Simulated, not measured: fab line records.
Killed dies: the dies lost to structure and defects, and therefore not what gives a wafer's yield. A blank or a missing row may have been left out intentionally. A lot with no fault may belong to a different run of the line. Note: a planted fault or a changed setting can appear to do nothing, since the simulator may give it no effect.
Commonality check across tools || flow rit-cmos || 42 wafers sampled across 14 lots

WHAT PROMPTED THE OPENING
2 of 14 lots carry a flag on the reading REOX_OXIDE_THK at RIT_REOX_THK_MEAS_04. Wafers without a fault read 25.2 nm, standard deviation 0.4.
Rule: a lot is flagged when every wafer of it that has a number lies more than 4 standard deviations from that mean, or none has a number. The rest of the lots are taken to be sound.

{"lot": "L610", "measured": "day 2 16:06", "on": "film-metro-01", "REOX_OXIDE_THK (nm), wafer by wafer": "25.0 25.1 25.0", "flag": ""}
{"lot": "L612", "measured": "day 3 02:58", "on": "film-metro-01", "REOX_OXIDE_THK (nm), wafer by wafer": "25.6 25.5 25.6", "flag": ""}
{"lot": "L613", "measured": "day 3 08:39", "on": "film-metro-02", "REOX_OXIDE_THK (nm), wafer by wafer": "25.1 25.7 25.4", "flag": ""}
{"lot": "L614", "measured": "day 3 13:13", "on": "film-metro-02", "REOX_OXIDE_THK (nm), wafer by wafer": "25.4 25.4 25.5", "flag": ""}
{"lot": "L615", "measured": "day 3 16:41", "on": "film-metro-01", "REOX_OXIDE_THK (nm), wafer by wafer": "24.8 24.7 24.7", "flag": ""}
{"lot": "L616", "measured": "day 3 21:23", "on": "film-metro-02", "REOX_OXIDE_THK (nm), wafer by wafer": "26.0 25.2 25.9", "flag": ""}
{"lot": "L617", "measured": "day 4 04:16", "on": "film-metro-04", "REOX_OXIDE_THK (nm), wafer by wafer": "25.4 25.4 25.1", "flag": ""}
{"lot": "L618", "measured": "day 4 08:56", "on": "film-metro-04", "REOX_OXIDE_THK (nm), wafer by wafer": "25.2 25.1 25.1", "flag": ""}
{"lot": "L620", "measured": "day 4 19:04", "on": "film-metro-02", "REOX_OXIDE_THK (nm), wafer by wafer": "25.5 24.9 25.8", "flag": ""}
{"lot": "L621", "measured": "day 4 23:02", "on": "film-metro-02", "REOX_OXIDE_THK (nm), wafer by wafer": "24.7 24.7 24.4", "flag": ""}
{"lot": "L623", "measured": "day 5 09:56", "on": "film-metro-04", "REOX_OXIDE_THK (nm), wafer by wafer": "11.9 11.9 11.7", "flag": "FLAGGED"}
{"lot": "L626", "measured": "day 6 01:21", "on": "film-metro-01", "REOX_OXIDE_THK (nm), wafer by wafer": "12.0 12.0 12.1", "flag": "FLAGGED"}
{"lot": "L631", "measured": "day 7 01:11", "on": "film-metro-01", "REOX_OXIDE_THK (nm), wafer by wafer": "25.9 25.5 25.8", "flag": ""}
{"lot": "L632", "measured": "day 7 06:53", "on": "film-metro-04", "REOX_OXIDE_THK (nm), wafer by wafer": "24.8 24.5 25.0", "flag": ""}
On average the flagged lots' numbers are 11.9 nm, which is -13.3 nm against the usual, or -33 standard deviations.

WHICH TOOL EACH LOT WENT THROUGH
The record keeps 1 process step preceding the reading, out of 202 steps on the route. Every cell lists first the tool, next ch and the chambers used by the sampled wafers, and last the start.
{"lot": "L610", "flag": "", "RIT_REOX_OXIDATION_03": "furnace-03 ch 0, day 2 13:32"}
{"lot": "L612", "flag": "", "RIT_REOX_OXIDATION_03": "furnace-03 ch 0, day 3 00:25"}
{"lot": "L613", "flag": "", "RIT_REOX_OXIDATION_03": "furnace-01 ch 0, day 3 06:05"}
{"lot": "L614", "flag": "", "RIT_REOX_OXIDATION_03": "furnace-02 ch 0, day 3 10:40"}
{"lot": "L615", "flag": "", "RIT_REOX_OXIDATION_03": "furnace-01 ch 0, day 3 14:07"}
{"lot": "L616", "flag": "", "RIT_REOX_OXIDATION_03": "furnace-03 ch 0, day 3 18:50"}
{"lot": "L617", "flag": "", "RIT_REOX_OXIDATION_03": "furnace-02 ch 0, day 4 01:43"}
{"lot": "L618", "flag": "", "RIT_REOX_OXIDATION_03": "furnace-01 ch 0, day 4 06:21"}
{"lot": "L620", "flag": "", "RIT_REOX_OXIDATION_03": "furnace-02 ch 0, day 4 16:31"}
{"lot": "L621", "flag": "", "RIT_REOX_OXIDATION_03": "furnace-01 ch 0, day 4 20:27"}
{"lot": "L623", "flag": "FLAGGED", "RIT_REOX_OXIDATION_03": "furnace-01 ch 0, day 5 07:22"}
{"lot": "L626", "flag": "FLAGGED", "RIT_REOX_OXIDATION_03": "furnace-01 ch 0, day 5 22:47"}
{"lot": "L631", "flag": "", "RIT_REOX_OXIDATION_03": "furnace-02 ch 0, day 6 22:37"}
{"lot": "L632", "flag": "", "RIT_REOX_OXIDATION_03": "furnace-03 ch 0, day 7 04:19"}
What the steps here do:
- RIT_REOX_OXIDATION_03: target thk 25.2 nm, ox time 5580 s.
- RIT_REOX_THK_MEAS_04

FLAGGED AGAINST TOTAL, ONE TOOL AT A TIME (gauges that did the reading follow at the end)
{"step": "RIT_REOX_OXIDATION_03", "tool": "furnace-01", "lots run": 6, "flagged": 2, "share of the flagged lots": "all", "sound lots run after its first flagged lot": 0}
{"step": "RIT_REOX_OXIDATION_03", "tool": "furnace-02", "lots run": 4, "flagged": 0, "share of the flagged lots": "none", "sound lots run after its first flagged lot": "-"}
{"step": "RIT_REOX_OXIDATION_03", "tool": "furnace-03", "lots run": 4, "flagged": 0, "share of the flagged lots": "none", "sound lots run after its first flagged lot": "-"}
{"step": "RIT_REOX_THK_MEAS_04", "tool": "film-metro-01", "lots run": 5, "flagged": 1, "share of the flagged lots": "some", "sound lots run after its first flagged lot": "1 (L631)"}
{"step": "RIT_REOX_THK_MEAS_04", "tool": "film-metro-02", "lots run": 5, "flagged": 0, "share of the flagged lots": "none", "sound lots run after its first flagged lot": "-"}
{"step": "RIT_REOX_THK_MEAS_04", "tool": "film-metro-04", "lots run": 4, "flagged": 1, "share of the flagged lots": "some", "sound lots run after its first flagged lot": "1 (L632)"}

THE TABLE: WHAT IT ALLOWS
1 row of the table ran every flagged lot: furnace-01 at RIT_REOX_OXIDATION_03.
- furnace-01 at RIT_REOX_OXIDATION_03 ran 6 lots, 2 of them flagged. Its last sound lot is L621 (day 4 20:27), its first flagged lot L623 (day 5 07:22): a fault that began between those two fits. Its own readings (spike-tc-centre-C, spike-tc-load-C, spike-tc-source-C, tube-center-temp-C, tube_center_temp_C_max) fall more than 4 standard deviations out on all wafers of the flagged lots.
One tool is left: furnace-01 at RIT_REOX_OXIDATION_03.

WHAT WAS PUT IN BY THE SIMULATOR
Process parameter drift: furnace-01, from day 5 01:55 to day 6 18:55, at RIT_REOX_OXIDATION_03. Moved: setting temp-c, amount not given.
Struck lots among those shown: L623, L626. This agrees with what the rule above found.
